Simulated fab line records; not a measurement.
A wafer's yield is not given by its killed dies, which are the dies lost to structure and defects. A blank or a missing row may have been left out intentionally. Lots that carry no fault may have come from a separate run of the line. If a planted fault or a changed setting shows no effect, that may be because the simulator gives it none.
A struck lot beside a sound one + flow berkeley-cmos170 + 19 out of 331 route steps
Sound: these wafers, L799.2, L799.3, L799.4. Wafers struck: L791.2, L791.3, L791.5. The cause comes at the end.
Per side, at each step with rows, come the tool, then ch with its chambers, and then its first start. Under that, the readings that differ: sound wafers + struck wafers + difference of the means + sigmas: that difference in standard deviations of wafers without a fault.
alike: readings whose means differ by less than 2 such deviations, and words and numbers that are the same on both sides. not compared: withheld readings, readings that some wafer has no value for, bounds like >300 that may hide the same value, and numbers for which the record gives no deviation and whose values overlap.
Wherever a step has rows on one side only, a row that says differs or no value, or a row with sigmas, the two part there. Numbers that don't overlap but have no deviation are shown without sigmas and don't part them. A reading that every wafer of one side lacks parts them only if that side has two wafers or more.

UCB170_NLDD_CD_MEAS_06: target cd 1200 nm.
  sound: cd-sem-02 at day 10 04:36; struck: cd-sem-02 at day 8 10:53
  alike: cd-nm
UCB170_NLDD_OVL_MEAS_07:
  sound: overlay-02 at day 10 04:43; struck: overlay-02 at day 8 10:59
  alike: NLDD_OVL
then, 2 steps without rows for these wafers: UCB170_NLDD_IMPLANT_08; UCB170_NLDD_IMPLANT_09.
UCB170_NLDD_STRIP_10: strips in O2.
  sound on plasma-asher-02 ch 0,1, day 10 05:02; struck on plasma-asher-03 ch 0,1, day 8 11:19
  alike: drypump-motor-current-A, o2-flow-sccm, oes-product-au, strip-time-to-endpoint-s
  not compared: rf-hours-counter-h
UCB170_NLDD_TW_MEAS_11:
  sound: film-metro-03 at day 10 05:09; struck: film-metro-03 at day 8 11:25
  alike: NLDD_TW
then, 1 step without rows for these wafers: UCB170_NLDD_CLEAN_12 (cleans in SPM, time 600 s).
UCB170_SPACER_CVD_00: deposits SiO2 from TEOS/O2, target thk 376 nm, time 47 s.
  sound on pecvd-01 ch 0,1, day 10 05:23; struck on pecvd-02 ch 0,2, day 8 11:40
  alike: heater-power-w, rf-fwd-power-W
UCB170_SPACER_THK_MEAS_01:
  sound: film-metro-03 at day 10 05:27; struck: film-metro-04 at day 8 11:43
  alike: SPACER_TEOS_THK
then, 1 step without rows for these wafers: UCB170_SPACER_ANNEAL_02 (time 1800 s).
UCB170_SPACER_ETCHBACK_03: etches SiO2 in CHF3/CF4/Ar, stops on Si, target depth 376 nm, time 100 s.
  sound on rie-diel-04 ch 0,1,3, day 10 09:37; struck on rie-diel-04 ch 0,2,3, day 8 15:50
  alike: drypump-motor-current-A, oes-product-au, rf-fwd-power-W, throttle-valve-pct
  not compared: rf-hours-counter-h
then, 1 step without rows for these wafers: UCB170_PSD_HMDS_00 (prime time 60 s).
UCB170_PSD_COAT_01: resist thk 900 nm.
  struck on litho-track-03, day 8 16:35; sound on litho-track-04 ch 0, day 10 10:10
  no value came back on the struck wafers for chill-plate-temp-C (C), dispense-pressure-kPa (kPa); on the sound wafers chill-plate-temp-C (C) reads 22.95 22.97 23.02
then, 4 steps without rows for these wafers: UCB170_PSD_SOFTBAKE_02 (time 60 s); UCB170_PSD_EXPOSE_03 (exposes mask PSELECT MOD, target cd 1200 nm); UCB170_PSD_PEB_04; UCB170_PSD_DEVELOP_05 (develop time 45 s).
UCB170_PSD_CD_MEAS_06: target cd 1200 nm.
  sound: cd-sem-02 at day 10 11:09; struck: cd-sem-02 at day 8 18:04
| reading    | sound                | struck | difference                    | sigmas |
|------------|----------------------|--------|-------------------------------|--------|
| cd-nm (nm) | 1199.9 1198.8 1198.8 | - - -  | no value on the struck wafers |        |
UCB170_PSD_OVL_MEAS_07:
  sound: overlay-01 at day 10 11:15; struck: overlay-01 at day 8 18:10
| reading      | sound   | struck | difference                    | sigmas |
|--------------|---------|--------|-------------------------------|--------|
| PSD_OVL (nm) | -2 6 -5 | - - -  | no value on the struck wafers |        |

WHERE THEY PART
Last at UCB170_PSD_OVL_MEAS_07 as far as this record goes, first at UCB170_PSD_COAT_01.

WHY: whatever the simulator had introduced
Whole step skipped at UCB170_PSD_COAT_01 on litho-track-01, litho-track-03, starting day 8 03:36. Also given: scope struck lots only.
